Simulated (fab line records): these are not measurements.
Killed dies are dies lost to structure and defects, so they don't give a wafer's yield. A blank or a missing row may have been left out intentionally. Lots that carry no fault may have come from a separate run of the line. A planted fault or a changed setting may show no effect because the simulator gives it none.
Code-filled problem report in 8D (eight disciplines) form :: flow rit-cmos :: the parts of the form that need people (team, actions taken, sign-off) are left out

1. PROBLEM STATEMENT
Mean of exposure-dose-mJ-cm2 at RIT_ACTIVE_EXPOSE_08: 227.95 across 6 wafers in 2 lots; on wafers with no fault it is 224.93 (standard deviation 0.25). That puts it +12 standard deviations away from the usual mean.
The step: exposes mask M1, target cd 1400 nm.
The first sign was on wafer L775.1 at day 2 15:10, on iline-stepper-01. Wafers with a number at this step in the record: 42, from 14 lots. By rule, "out" or "out of limits" means more than 4 standard deviations away from the usual mean. The other wafers with a number count as sound.

2. WHAT IT IS; WHAT IT IS NOT
question: which readings at this step
is: exposure-dose-mJ-cm2
is not: -

question: which lots
is: L775, L777
is not: L770, L771, L781, L782, L784, L785, L786, L787, L789, L791, L792, L793

question: which wafers of those lots
is: all that have a number
is not: -

question: read on which tools
is: iline-stepper-01
is not: iline-stepper-02

question: when
is: from day 2 15:10
is not: up to then (6 sound wafers); but 30 sound wafers of L781, L782, L784, L785, L786, L787, L789, L791, L792, L793 came after

3. SUSPECTS, AND WHAT RULES EACH OUT
Counting: a tool at any process step up to the reading remains a suspect when it ran all the lots that are out and ran no sound lot after the first of those.
- iline-stepper-01 at RIT_ACTIVE_EXPOSE_08 (exposes mask M1, target cd 1400 nm): kept. All lots that are out passed through it, beginning with L775 at day 2 15:10, and no sound lot followed; its final sound lot before that point was L770 at day 1 14:05. Out on those wafers are its own readings of exposure-dose-mJ-cm2.
After counting, what remains is iline-stepper-01 at RIT_ACTIVE_EXPOSE_08.

4. THE CAUSE (what the simulator had put in)
Process parameter drift: iline-stepper-01, from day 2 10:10 on, at RIT_ACTIVE_EXPOSE_08. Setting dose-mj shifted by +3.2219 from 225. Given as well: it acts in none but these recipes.
Counting left only this tool.

5. THE CHAIN OF EFFECTS, in route order
Each row: a reading whose mean over the struck wafers that have a number lies more than 3 standard deviations from the usual. Only readings for which the record gives a usual standard deviation are gone through. hours: the time from each lot's start at the first step in this table that gives one to its start at this step, as a median over the lots. sigmas: the change in usual standard deviations.
hours: 0
step: RIT_ACTIVE_EXPOSE_08
reading: exposure-dose-mJ-cm2
usual: 224.93
on struck wafers: 227.95
change: +3.02
sigmas: +12
Its process steps:
- RIT_ACTIVE_EXPOSE_08: exposes mask M1, target cd 1400 nm.

6. HOW IT WOULD HAVE BEEN CAUGHT EARLIER
The fault began at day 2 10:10; the first out-of-limits reading in this record came at day 2 15:10, 5 hours later.
